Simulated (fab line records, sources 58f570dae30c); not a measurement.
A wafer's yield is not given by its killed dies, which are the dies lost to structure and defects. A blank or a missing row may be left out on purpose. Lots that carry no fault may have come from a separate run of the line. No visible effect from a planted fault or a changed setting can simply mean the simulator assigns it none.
Chamber matching -- flow berkeley_cmos170 -- UCB170_GATE_ETCH_15 on rie_si-02 has 4 sister chambers
The step etches poly-Si in HBr/Cl2, stops on SiO2, time 56.3 s, target depth 278.2 nm. 4 wafers are shown with their chamber, then 8 later ones without.

== WAFERS WITH THEIR CHAMBER ==
wafer,chamber,throttle_valve_pct (%)
L350.4,3,26.60
L350.5,0,26.51
L350.6,1,26.65
L352.1,2,26.32

== WAFERS WITHOUT THEIR CHAMBER ==
wafer,throttle_valve_pct (%)
L352.2,26.53
L352.6,26.32
L354.2,26.53
L354.5,26.60
L354.6,26.55
L355.2,26.54
L355.4,26.65
L355.6,26.60

== THE CHAMBER EACH PASSED THROUGH ==
wafer,from the rows above,in truth
L352.2,0,0
L352.6,2,2
L354.2,0,0
L354.5,3,3
L354.6,can't be placed: 0 or 3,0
L355.2,can't be placed: 0 or 3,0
L355.4,1,1
L355.6,3,3
Correct placement for 6 of the 8. Cannot be placed on the basis of these rows: 2; the candidates contain the true chamber in 2. Number placed wrongly: 0.
How it was worked out, from the rows above alone: a wafer's distance from a chamber is the root of the sum, over the readings, of the square of ((its reading less the chamber's mean) divided by the reading's scatter). The wafer belongs to the nearest chamber; if the next one is less than 2 further off, it can't be placed. A chamber's mean is the mean of its shown wafers. The scatter: with one shown wafer a chamber, the root of the mean of the squares of how far each hidden wafer lies from its nearest shown one.
